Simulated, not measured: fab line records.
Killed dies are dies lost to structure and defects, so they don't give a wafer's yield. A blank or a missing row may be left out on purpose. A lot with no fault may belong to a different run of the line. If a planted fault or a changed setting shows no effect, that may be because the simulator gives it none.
fab line records	flow berkeley_cmos170
[record] lots = 15	wafers = 45	last_day = 11
route steps=331 shown M1@239 M2@286 V2@295
lots that met no fault: taken from a fault-free run of the same line
start_h: hours from the record's opening day to when the first of the lot's shown wafers began	wait_h: hours from the lot's prior step to this one	" same as the row above	L1.1+2: one row covering several wafers at once	- value missing, or start not given	* or withheld: withheld	< > ~ a bound
route shown NAME@n: NAME is a module with steps in the file, n the number in the route of the first one	usual: the fault-free wafers' mean and standard deviation	same: alike in all rows	chamber/n: place in a boat	sites: readings site by site	_std_site: how widely they spread, as a standard deviation	_edge_site: inner sites' mean taken away from outer sites' mean	radius_mm: how far each site lies from the wafer's centre	mask NAME#n: copy n	behind: the last tool/chamber to shape the wafer	hold: cause of the lot's hold/its duration in hours/its outcome	device: the n, p or np transistor that did not switch	end of line: tests run on the same wafers once the route is complete	where a step has no rows: the recipe by itself	killed: count of dies lost to structure and defects at first sort (not the wafer's yield)	map: a wafer's dies, marking killed ones x, the rest . and places with no die _
set.NAME: the setting the step ran with; set.NAME@STEP: the setting that earlier step ran with	model.NAME: the simulator's own value behind a step, which no gauge read
route steps across a sampled set of lots; one table per step, one row per wafer
services: from which hour (start_h, from the record's first day; less than 0 if before it) a tool's chamber was out of use, for how many hours, and why
[[steps]]
[step UCB170_M1_RS_MEAS_01]
[recipe] thk_meas_gauge = four-point-probe	reads = Al_of_M1_SPUTTER_00
[usual] M1_AL_RS = 0.0486/0.00067
lot.wafer	tool	chamber	start_h	wait_h	M1_AL_RS[ohm/sq]
L735.2	film_metro-03	-	142.11	0.1	0.0485
L735.5	"	-	"	"	0.0482
L735.6	"	-	"	"	0.0486
L737.4	film_metro-03	-	154.90	0.1	0.0493
L737.5	"	-	"	"	0.0481
L737.6	"	-	"	"	0.0488
L739.1	film_metro-01	-	155.33	0.0	0.0497
L739.4	"	-	"	"	0.0500
L739.5	"	-	"	"	0.0499
L740.1	film_metro-03	-	155.44	0.0	0.0484
L740.4	"	-	"	"	0.0486
L740.6	"	-	"	"	0.0481
L738.2	film_metro-01	-	156.28	0.1	0.0490
L738.3	"	-	"	"	0.0491
L738.4	"	-	"	"	0.0480
L741.3	film_metro-03	-	166.99	0.1	0.0488
L741.4	"	-	"	"	0.0490
L741.6	"	-	"	"	0.0489
L742.2	film_metro-01	-	189.54	0.1	0.0497
L742.3	"	-	"	"	0.0485
L742.5	"	-	"	"	0.0485
L743.3	film_metro-03	-	189.74	0.1	0.0495
L743.5	"	-	"	"	0.0480
L743.6	"	-	"	"	0.0488
L747.4	film_metro-01	-	197.78	0.1	0.0500
L747.5	"	-	"	"	0.0485
L747.6	"	-	"	"	0.0501
L746.2	film_metro-03	-	199.36	0.1	0.0492
L746.4	"	-	"	"	0.0490
L746.5	"	-	"	"	0.0493
L749.3	film_metro-01	-	219.21	0.1	0.0494
L749.5	"	-	"	"	0.0494
L749.6	"	-	"	"	0.0494
L754.2	film_metro-01	-	249.27	0.1	0.0487
L754.3	"	-	"	"	0.0489
L754.6	"	-	"	"	0.0489
L753.2	film_metro-01	-	249.85	0.1	0.0488
L753.4	"	-	"	"	0.0493
L753.5	"	-	"	"	0.0494
L756.2	film_metro-01	-	253.76	0.1	0.0486
L756.5	"	-	"	"	0.0472
L756.6	"	-	"	"	0.0484
L755.1	film_metro-01	-	253.93	0.0	0.0491
L755.2	"	-	"	"	0.0480
L755.5	"	-	"	"	0.0487
[step UCB170_M2_CD_MEAS_15]
[recipe] target_cd_nm = 700
[usual] cd_nm = 700.1/1.6
lot.wafer	tool	chamber	start_h	wait_h	cd_nm
L735.2	cd_sem-02	-	154.96	-	702.0
L735.5	"	-	"	"	702.1
L735.6	"	-	"	"	703.0
L737.4	cd_sem-02	-	171.35	-	701.8
L737.5	"	-	"	"	702.4
L737.6	"	-	"	"	702.6
L739.1	cd_sem-02	-	171.55	-	699.7
L739.4	"	-	"	"	699.9
L739.5	"	-	"	"	700.2
L738.2	cd_sem-01	-	171.62	-	698.6
L738.3	"	-	"	"	698.3
L738.4	"	-	"	"	698.8
L740.1	cd_sem-02	-	171.87	-	700.9
L740.4	"	-	"	"	699.4
L740.6	"	-	"	"	699.3
L741.3	cd_sem-02	-	178.85	-	699.3
L741.4	"	-	"	"	700.0
L741.6	"	-	"	"	700.5
L742.2	cd_sem-01	-	199.37	-	698.6
L742.3	"	-	"	"	698.9
L742.5	"	-	"	"	699.9
L743.3	cd_sem-01	-	199.99	-	700.2
L743.5	"	-	"	"	700.6
L743.6	"	-	"	"	700.0
L747.4	cd_sem-02	-	207.27	-	699.4
L747.5	"	-	"	"	697.9
L747.6	"	-	"	"	698.8
L746.2	cd_sem-01	-	211.54	-	700.2
L746.4	"	-	"	"	700.2
L746.5	"	-	"	"	700.0
L749.3	cd_sem-02	-	229.81	-	702.5
L749.5	"	-	"	"	703.1
L749.6	"	-	"	"	702.5
L754.2	cd_sem-01	-	259.29	-	700.4
L754.3	"	-	"	"	701.9
L754.6	"	-	"	"	700.1
L753.2	cd_sem-01	-	259.86	-	699.2
L753.4	"	-	"	"	697.7
L753.5	"	-	"	"	699.3
L756.2	cd_sem-01	-	268.72	-	698.7
L756.5	"	-	"	"	698.8
L756.6	"	-	"	"	698.2
L755.1	cd_sem-01	-	268.82	-	698.5
L755.2	"	-	"	"	698.5
L755.5	"	-	"	"	698.1
[step UCB170_M2_METAL_ETCH_18]
[recipe] chemistry = Cl2/BCl3	target = Al	stop_on = SiO2	pressure_mtorr = 12	target_depth_a = 11700	over_etch_frac = 0.3	time_s = 195	icp_w = 600	bias_w = 120	Cl2_flow_sccm = 90	bcl3_flow_sccm = 45
[usual] drypump_motor_current_A = 5.6/0.38	oes_product_au = 0.853/0.0076	run_length_s = 223.3/0.5	throttle_valve_pct = 24.39/0.13
lot.wafer	tool	chamber	start_h	wait_h	drypump_motor_current_A	oes_product_au	rf_hours_counter_h	run_length_s	throttle_valve_pct
L735.2	rie_metal-03	0	155.14	-	5.5	0.863	11	223.8	24.19
L735.5	"	1	"	"	6.1	0.856	-	223.6	24.21
L735.6	"	0	"	"	5.5	0.857	-	223.1	24.18
L737.4	rie_metal-02	1	171.55	-	5.6	0.854	-	222.8	24.52
L737.5	"	0	"	"	4.8	0.855	-	223.3	24.40
L737.6	"	1	"	"	5.6	0.852	-	223.0	24.51
L739.1	rie_metal-04	1	171.75	-	5.6	0.853	6	223.4	24.48
L739.4	"	1	"	"	5.6	0.845	-	223.8	24.49
L739.5	"	1	"	"	5.6	0.861	-	223.6	24.49
L738.2	rie_metal-03	0	171.80	-	5.5	0.858	11	223.2	24.20
L738.3	"	0	"	"	5.5	0.861	-	223.0	24.19
L738.4	"	1	"	"	6.2	0.849	-	223.9	24.19
L740.1	rie_metal-02	1	172.07	-	5.6	0.856	8	222.4	24.50
L740.4	"	0	"	"	4.8	0.853	-	223.6	24.42
L740.6	"	0	"	"	4.8	0.856	-	223.5	24.41
L741.3	rie_metal-02	0	179.07	-	4.8	0.859	-	223.2	24.42
L741.4	"	1	"	"	5.6	0.850	-	222.3	24.49
L741.6	"	1	"	"	5.6	0.849	-	222.5	24.48
L742.2	rie_metal-04	0	199.55	-	5.8	0.845	9	222.9	24.48
L742.3	"	1	"	"	5.6	0.852	-	223.8	24.47
L742.5	"	1	"	"	5.6	0.844	-	224.0	24.48
L743.3	rie_metal-02	0	200.21	-	4.8	1.035	-	133.8	24.33
L743.5	"	0	"	"	4.8	1.030	-	133.9	24.33
L743.6	"	1	"	"	5.6	1.033	-	133.2	24.41
L747.4	rie_metal-02	1	207.51	-	5.6	1.039	-	133.5	24.41
L747.5	"	1	"	"	5.6	1.036	-	132.8	24.41
L747.6	"	0	"	"	4.8	1.031	-	133.9	24.31
L746.2	rie_metal-02	1	211.79	-	5.6	1.019	-	132.9	24.44
L746.4	"	1	"	"	5.6	1.037	-	132.9	24.41
L746.5	"	1	"	"	5.6	1.038	-	133.2	24.42
L749.3	rie_metal-03	1	230.03	-	6.1	0.851	-	223.7	24.20
L749.5	"	1	"	"	6.1	0.848	-	223.7	24.19
L749.6	"	0	"	"	5.4	0.854	-	223.1	24.19
L754.2	rie_metal-04	0	259.47	-	5.8	0.838	11	223.0	24.46
L754.3	"	1	"	"	5.7	0.856	-	223.6	24.48
L754.6	"	1	"	"	5.7	0.835	-	223.6	24.49
L753.2	rie_metal-03	1	260.04	-	6.2	0.855	3	224.0	24.19
L753.4	"	0	"	"	5.5	0.868	-	223.4	24.19
L753.5	"	0	"	"	5.5	0.863	-	223.5	24.20
L756.2	rie_metal-04	0	268.90	-	5.7	0.855	11	223.2	24.48
L756.5	"	0	"	"	5.7	0.860	-	223.0	24.47
L756.6	"	1	"	"	5.7	0.842	-	223.8	24.49
L755.1	rie_metal-03	0	269.02	-	5.5	0.854	14	223.7	24.20
L755.2	"	1	"	"	6.1	0.855	4	224.0	24.18
L755.5	"	0	"	"	5.5	0.865	-	223.4	24.21
[step UCB170_M2_STRIP_19]
[recipe] chemistry = O2	power_w = 400	pressure_mtorr = 3500	platen_temp_c = withheld	o2_flow_sccm = 400	overash_fraction = 0.5
[usual] drypump_motor_current_A = 5.55/0.27	oes_product_au = 0.547/0.023
lot.wafer	tool	chamber	start_h	wait_h	drypump_motor_current_A	oes_product_au	rf_hours_counter_h
L735.2	plasma_asher-02	1	155.32	0.1	5.51	0.549	40
L735.5	"	0	"	"	5.55	0.574	-
L735.6	"	1	"	"	5.53	0.552	-
L737.4	plasma_asher-04	1	171.71	0.1	5.23	0.512	-
L737.5	"	1	"	"	5.22	0.549	-
L737.6	"	0	"	"	6.04	0.510	-
L739.1	plasma_asher-04	1	171.94	0.1	5.23	0.583	52
L739.4	"	0	"	"	6.03	0.569	-
L739.5	"	0	"	"	6.01	0.581	-
L738.2	plasma_asher-02	1	171.99	0.1	5.51	0.548	41
L738.3	"	1	"	"	5.50	0.551	-
L738.4	"	0	"	"	5.56	0.575	-
L740.1	plasma_asher-04	1	172.26	0.1	5.23	0.513	52
L740.4	"	1	"	"	5.22	0.536	-
L740.6	"	0	"	"	6.05	0.538	-
L741.3	plasma_asher-01	1	179.23	0.1	5.38	0.521	-
L741.4	"	0	"	"	5.49	0.516	-
L741.6	"	1	"	"	5.35	0.519	-
L742.2	plasma_asher-02	0	199.74	0.1	5.56	0.554	44
L742.3	"	0	"	"	5.54	0.577	-
L742.5	"	0	"	"	5.56	0.572	-
L743.3	plasma_asher-04	0	200.37	0.1	6.03	0.721	-
L743.5	"	1	"	"	5.21	0.715	-
L743.6	"	0	"	"	6.04	0.729	-
L747.4	plasma_asher-01	0	207.67	0.1	5.51	0.725	-
L747.5	"	1	"	"	5.38	0.715	-
L747.6	"	0	"	"	5.52	0.729	-
L746.2	plasma_asher-02	1	212.10	0.3	5.56	0.712	46
L746.4	"	1	"	"	5.54	0.719	-
L746.5	"	0	"	"	5.59	0.724	-
L749.3	plasma_asher-04	0	230.18	0.1	5.99	0.580	-
L749.5	"	1	"	"	5.23	0.582	-
L749.6	"	0	"	"	5.99	0.550	-
L754.2	plasma_asher-01	1	259.65	0.1	5.37	0.552	54
L754.3	"	1	"	"	5.36	0.575	-
L754.6	"	1	"	"	5.38	0.562	-
L753.2	plasma_asher-02	0	260.23	0.1	5.57	0.580	50
L753.4	"	0	"	"	5.56	0.539	-
L753.5	"	1	"	"	5.52	0.551	-
L756.2	plasma_asher-04	1	269.09	0.1	5.22	0.539	63
L756.5	"	1	"	"	5.23	0.539	-
L756.6	"	0	"	"	6.04	0.558	-
L755.1	plasma_asher-01	0	269.21	0.1	5.49	0.551	54
L755.2	"	1	"	"	5.36	0.570	54
L755.5	"	1	"	"	5.35	0.542	-
[step UCB170_M2_CD_MEAS_90]
[recipe] target_cd_nm = 700
[usual] cd_nm = 702/3.8
lot.wafer	tool	chamber	start_h	wait_h	cd_nm
L735.2	cd_sem-02	-	155.44	0.1	700
L735.5	"	-	"	"	707
L735.6	"	-	"	"	699
L737.4	cd_sem-01	-	171.83	0.1	704
L737.5	"	-	"	"	704
L737.6	"	-	"	"	707
L739.1	cd_sem-01	-	172.04	0.1	704
L739.4	"	-	"	"	705
L739.5	"	-	"	"	706
L738.2	cd_sem-02	-	172.11	0.1	694
L738.3	"	-	"	"	697
L738.4	"	-	"	"	703
L740.1	cd_sem-01	-	172.36	0.1	704
L740.4	"	-	"	"	697
L740.6	"	-	"	"	696
L741.3	cd_sem-01	-	179.34	0.1	698
L741.4	"	-	"	"	698
L741.6	"	-	"	"	703
L742.2	cd_sem-02	-	199.86	0.1	699
L742.3	"	-	"	"	705
L742.5	"	-	"	"	705
L743.3	cd_sem-02	-	200.48	0.1	721
L743.5	"	-	"	"	720
L743.6	"	-	"	"	724
L747.4	cd_sem-01	-	207.80	0.1	728
L747.5	"	-	"	"	726
L747.6	"	-	"	"	722
L746.2	cd_sem-02	-	212.22	0.1	728
L746.4	"	-	"	"	723
L746.5	"	-	"	"	726
L749.3	cd_sem-02	-	230.29	0.1	706
L749.5	"	-	"	"	707
L749.6	"	-	"	"	697
L754.2	cd_sem-02	-	259.77	0.1	707
L754.3	"	-	"	"	707
L754.6	"	-	"	"	706
L753.2	cd_sem-02	-	260.35	0.1	704
L753.4	"	-	"	"	694
L753.5	"	-	"	"	698
L756.2	cd_sem-01	-	269.21	0.1	703
L756.5	"	-	"	"	706
L756.6	"	-	"	"	702
L755.1	cd_sem-02	-	269.31	0.1	693
L755.2	"	-	"	"	701
L755.5	"	-	"	"	692
[step UCB170_V2_BOW_MEAS_03]
[recipe] mode = bow
[usual] V2_BOW = 37/7.1
lot.wafer	tool	chamber	start_h	wait_h	V2_BOW[um]
L735.2	film_metro-03	-	156.08	0.2	29
L735.5	"	-	"	"	45
L735.6	"	-	"	"	39
L737.4	film_metro-03	-	172.47	0.3	37
L737.5	"	-	"	"	35
L737.6	"	-	"	"	36
L739.1	film_metro-01	-	172.67	0.2	42
L739.4	"	-	"	"	31
L739.5	"	-	"	"	39
L738.2	film_metro-04	-	172.74	0.2	19
L738.3	"	-	"	"	34
L738.4	"	-	"	"	41
L740.1	film_metro-03	-	173.07	0.1	35
L740.4	"	-	"	"	30
L740.6	"	-	"	"	26
L741.3	film_metro-04	-	180.05	0.1	31
L741.4	"	-	"	"	33
L741.6	"	-	"	"	50
L742.2	film_metro-01	-	200.49	0.3	29
L742.3	"	-	"	"	39
L742.5	"	-	"	"	47
L749.3	film_metro-04	-	230.93	0.3	41
L749.5	"	-	"	"	38
L749.6	"	-	"	"	34
L754.2	film_metro-03	-	260.41	0.2	32
L754.3	"	-	"	"	46
L754.6	"	-	"	"	49
L753.2	film_metro-01	-	260.98	0.3	43
L753.4	"	-	"	"	35
L753.5	"	-	"	"	41
L756.2	film_metro-03	-	269.84	0.2	41
L756.5	"	-	"	"	26
L756.6	"	-	"	"	32
L755.1	film_metro-04	-	270.12	0.1	37
L755.2	"	-	"	"	41
L755.5	"	-	"	"	29
[[services]]
tool	chamber	start_h	hours	kind
rie_metal-02	-	152.13	0.6	repair
rie_metal-04	-	166.00	1.3	repair
plasma_asher-01	-	168.90	10.0	pm
plasma_asher-02	-	205.49	1.3	repair
rie_metal-02	0	207.64	-	clean
rie_metal-02	0	207.64	12.8	scheduled_down
rie_metal-02	0	207.64	12.8	vent_cycle
rie_metal-02	-	252.43	1.8	repair
plasma_asher-01	-	264.52	3.0	repair
plasma_asher-01	-	267.10	2.1	repair
[[key]]
[first_sign] step = UCB170_M2_METAL_ETCH_18	reading = run_length_s	direction = down	sigmas = 99+	usual = *	struck = *
[effect] step = UCB170_M2_METAL_ETCH_18	reading = oes_product_au	direction = up	sigmas = 24	usual = 0.853	struck = 1.033
[effect] step = UCB170_M2_STRIP_19	reading = oes_product_au	direction = up	sigmas = 7.4	usual = 0.547	struck = 0.721
[effect] step = UCB170_M2_CD_MEAS_90	reading = cd_nm	direction = up	sigmas = 5.9	usual = 702	struck = 724
met_at UCB170_M2_METAL_ETCH_18
struck_lots L743,L746,L747
later_rows_left_out L743.3,L743.5,L743.6,L746.2,L746.4,L746.5,L747.4,L747.5,L747.6
sort_left_out L743.3,L743.5,L743.6,L746.2,L746.4,L746.5,L747.4,L747.5,L747.6
not_acting_at UCB170_M1_RS_MEAS_01,UCB170_M2_CD_MEAS_15,UCB170_V2_BOW_MEAS_03
onset_between 179.07 200.21
[fault] kind = process_parameter_drift	tool = rie_metal-02	chamber = -	onset_h = 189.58	steps = UCB170_M2_METAL_ETCH_18	channel = time_s	offset = *	shape = step	end_h = 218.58	acts_in = *	stated = *
// sort_left_out: the simulated sort isn't trusted on such a fault, so these wafers' sort isn't shown, and their yield isn't known
// later_rows_left_out: the simulator's readings of these wafers behind a module that went badly wrong aren't trusted and aren't shown, but for the sort
